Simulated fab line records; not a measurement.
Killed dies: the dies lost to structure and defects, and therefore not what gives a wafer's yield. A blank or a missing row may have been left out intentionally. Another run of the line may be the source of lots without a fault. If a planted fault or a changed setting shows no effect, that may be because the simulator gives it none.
The same fault as seen by 2 desks :: flow rit-cmos :: each desk holds nothing but its own numbers, with what lay behind them at the end

## AT THE TOOL OWNER'S DESK: pvd-sputter-03
The tool's own readings at RIT_M1_SPUTTER_00 (material Al, target thk 400 nm, time 500 s): means of the sampled wafers that have a number, for each lot that ran on this tool. Marked OUT: a lot whose mean sits more than 4 standard deviations from the usual mean, which makes it out of limits; the brackets give that distance.
Columns: A = throttle-valve-pct at RIT_M1_SPUTTER_00, usual 29.9 %
lot: L658
first seen here: day 3 06:43
A: 30.1

lot: L660
first seen here: day 3 14:07
A: 30.2

lot: L662
first seen here: day 4 05:05
A: 30.0

lot: L664
first seen here: day 4 12:54
A: 30.2

lot: L666
first seen here: day 5 03:25
A: 30.3

lot: L668
first seen here: day 5 11:31
A: 30.1

lot: L670
first seen here: day 5 19:28
A: 30.2
This desk's verdict: no lot among the 7 shows anything out of limits.

## AT THE METROLOGY DESK
What the gauges read, lot by lot, whatever tool the lot ran on: means of the sampled wafers that have a number. Marked OUT: a lot whose mean sits more than 4 standard deviations from the usual mean, which makes it out of limits; the brackets give that distance.
Columns: A = M1_AL_RS at RIT_M1_RS_MEAS_01, usual 0.0712 ohm/sq; B = M1_AL_THK at RIT_M1_THK_MEAS_02, usual 416 nm
lot: L658
first seen here: day 3 07:07
A: 0.0705
B: 418

lot: L660
first seen here: day 3 14:27
A: 0.0708
B: 415

lot: L661
first seen here: day 3 21:51
A: 0.0711
B: 420

lot: L662
first seen here: day 4 05:23
A: 0.0713
B: 416

lot: L663
first seen here: day 4 08:05
A: 0.0704
B: 419

lot: L664
first seen here: day 4 13:14
A: 0.0715
B: 413

lot: L666
first seen here: day 5 03:42
A: 0.0709
B: 422

lot: L668
first seen here: day 5 11:50
A: 0.0667 (-6.0) OUT
B: 454 (+9.0) OUT

lot: L670
first seen here: day 5 19:46
A: 0.0669 (-5.7) OUT
B: 450 (+8.1) OUT

lot: L674
first seen here: day 6 14:58
A: 0.0708
B: 419

lot: L675
first seen here: day 6 21:03
A: 0.0699
B: 423

lot: L677
first seen here: day 7 05:06
A: 0.0719
B: 412

lot: L679
first seen here: day 7 14:11
A: 0.0714
B: 412

lot: L681
first seen here: day 8 00:03
A: 0.0707
B: 419
This desk's finding: out of limits on L668, L670; first on L668, day 5 11:50 (M1_AL_RS at RIT_M1_RS_MEAS_01). L658, L660, L661, L662, L663, L664, L666, L674, L675, L677, L679, L681 stayed within limits.

## PUT TOGETHER
An alarm was possible from the metrology desk at day 5 11:50, on L668, L670.
The desk of the tool owner found nothing out of limits.
Tool owner's desk: L668, L670 on record, inside its limits.
RIT_M1_SPUTTER_00 was run on pvd-sputter-03 by each of the lots named.

## WHAT THE SIMULATOR HAD PUT IN
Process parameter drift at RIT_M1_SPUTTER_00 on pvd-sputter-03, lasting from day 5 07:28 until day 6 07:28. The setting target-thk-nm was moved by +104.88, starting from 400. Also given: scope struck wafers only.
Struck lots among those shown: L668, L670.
Per desk, hours elapsed from the start of the fault to the first reading out of limits: for the metrology desk, 4.
